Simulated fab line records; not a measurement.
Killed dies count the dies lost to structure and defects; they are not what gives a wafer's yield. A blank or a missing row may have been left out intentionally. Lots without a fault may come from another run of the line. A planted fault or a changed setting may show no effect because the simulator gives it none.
A struck lot beside a sound one | flow ritCmos | 23 out of 202 route steps
Sound: wafers L679.1, L679.2, L679.6. Wafers L690.1, L690.2, L690.5 were the ones struck. The cause is named last.
Per side, at each step with rows, come the tool, then ch with its chambers, and then its first start. Under that, the readings that differ: sound wafers | struck wafers | difference of the means | sigmas: that difference in standard deviations of wafers without a fault.
alike: readings with means less than 2 such deviations apart, plus words and numbers identical on both sides. not compared: withheld readings, readings lacking a value on some wafer, bounds such as >300 that could conceal the same value, and numbers that have no deviation in the record and whose values overlap.
Wherever a step has rows on one side only, a row that says differs or no value, or a row with sigmas, the two part there. Non-overlapping numbers with no deviation appear without sigmas and do not part them. A reading that every wafer of one side lacks parts them only if that side has two wafers or more.

RIT_CONTACT_CD_MEAS_08: target cd 1000 nm.
  sound on cdSem-01 at day 4 12:23; struck on cdSem-01 at day 7 05:18
  alike: cdNm
RIT_CONTACT_OVL_MEAS_09:
  sound on overlay-02 at day 4 12:31; struck on overlay-01 at day 7 05:25
  alike: CONTACT_OVL
then, 1 step without rows for these wafers: RIT_CONTACT_HARDBAKE_10 (time 60 s).
RIT_CONTACT_ETCH_11: etches SiO2 in CHF3/CF4/Ar, stops on TiSi2, target depth 480 nm, time 320 s.
  sound on rieDiel-02 ch 1,2,3, day 4 12:41; struck on rieDiel-03 ch 0,1, day 7 05:37
  alike: drypumpMotorCurrentA, oesProductAu, throttleValvePct
  not compared: rfHoursCounterH
RIT_CONTACT_STRIP_12: strips in O2, time 180 s.
  sound on plasmaAsher-02 ch 0,1, day 4 12:53; struck on plasmaAsher-03 ch 0,1, day 7 05:48
  alike: drypumpMotorCurrentA
  not compared: rfHoursCounterH
RIT_CONTACT_CD_MEAS_90: target cd 1000 nm.
  sound on cdSem-01 at day 4 13:04; struck on cdSem-02 at day 7 05:59
  alike: cdNm
then, 2 steps without rows for these wafers: RIT_CONTACT_CLEAN_13 (cleans in SC1, time 600 s); RIT_CONTACT_CLEAN_14 (cleans in SC2, time 600 s).
RIT_M1_SPUTTER_00: material Al, target thk 400 nm, time 500 s.
  sound on pvdSputter-02 at day 4 13:32; struck on pvdSputter-04 at day 7 06:27
  alike: throttleValvePct
RIT_M1_RS_MEAS_01: measures by four-point-probe.
  sound on filmMetro-02 at day 4 13:50; struck on filmMetro-01 at day 7 06:44
  alike: M1_AL_RS
RIT_M1_THK_MEAS_02: measures by xrf.
  sound on filmMetro-02 at day 4 13:57; struck on filmMetro-01 at day 7 06:52
  alike: M1_AL_THK
then, 1 step without rows for these wafers: RIT_M1_HMDS_03 (prime time 60 s).
RIT_M1_COAT_04: resist thk 1300 nm.
  sound on lithoTrack-03 ch 0, day 4 14:20; struck on lithoTrack-03 ch 0, day 7 07:04
reading                                | sound          | struck            | difference | sigmas
model.NOVOLAK_of_M1_COAT_04.thkNm (nm) | 1298 1297 1300 | 712.9 714.2 712.4 | -585.2     | 
then, 3 steps without rows for these wafers: RIT_M1_SOFTBAKE_05 (time 60 s); RIT_M1_EXPOSE_06 (exposes mask M12, target cd 2600 nm); RIT_M1_PEB_07.
RIT_M1_DEVELOP_08: develop time 68 s.
  sound: lithoTrack-04 ch 0; struck: lithoTrack-03 ch 0
reading            | sound          | struck         | difference | sigmas
model.M1.cdNm (nm) | 2601 2600 2602 | 2531 2532 2532 | -69        | 
RIT_M1_CD_MEAS_09: target cd 2600 nm.
  sound on cdSem-01 at day 4 15:04; struck on cdSem-01 at day 7 07:56
reading   | sound                | struck               | difference | sigmas
cdNm (nm) | 2601.0 2599.6 2601.9 | 2531.3 2531.9 2532.3 | -69.0      | -29
RIT_M1_OVL_MEAS_10:
  sound on overlay-02 at day 4 15:11; struck on overlay-01 at day 7 08:03
  alike: M1_OVL
then, 1 step without rows for these wafers: RIT_M1_HARDBAKE_11 (time 120 s).
RIT_M1_METAL_ETCH_12: etches Al in Cl2/BCl3, stops on SiO2, time 165 s, target depth 600 nm.
  sound on rieMetal-02 ch 0,1, day 4 15:35; struck on rieMetal-02 ch 0, day 7 08:20
reading                                | sound           | struck            | difference | sigmas
model.NOVOLAK_of_M1_COAT_04.thkNm (nm) | 799 792.2 800.6 | 283.8 288.2 283.8 | -512.0     | 
model.M1.cdNm (nm)                     | 2603 2598 2604  | 2531 2530 2531    | -71        | 
  alike: bcl3FlowSccm, drypumpMotorCurrentA, oesProductAu, throttleValvePct
  not compared: rfHoursCounterH
then, 1 step without rows for these wafers: RIT_M1_STRIP_13 (strips in nmp, time 600 s).
RIT_M1_PROBE_99:
  sound on prober-02 at day 4 17:54; struck on prober-01 at day 7 10:46
reading                     | sound          | struck         | difference | sigmas
model.etest.m1.widthNm (nm) | 2605 2597 2604 | 2528 2535 2532 | -70        | 
  alike: defectLimitedYield, killedAtContacts, killedAtFrontEnd, killedDies, killedOpen, killedShort, sort_bin_3_pad_short, sort_bin_5_function, sort_bin_6_memory, sortNPass, sortYieldPct

== WHERE THEY PART ==
Only at RIT_M1_CD_MEAS_09, within this record. Later steps at which nothing parts them and some readings are alike: RIT_M1_OVL_MEAS_10, RIT_M1_METAL_ETCH_12, RIT_M1_PROBE_99.

WHY: what had been put in by the simulator
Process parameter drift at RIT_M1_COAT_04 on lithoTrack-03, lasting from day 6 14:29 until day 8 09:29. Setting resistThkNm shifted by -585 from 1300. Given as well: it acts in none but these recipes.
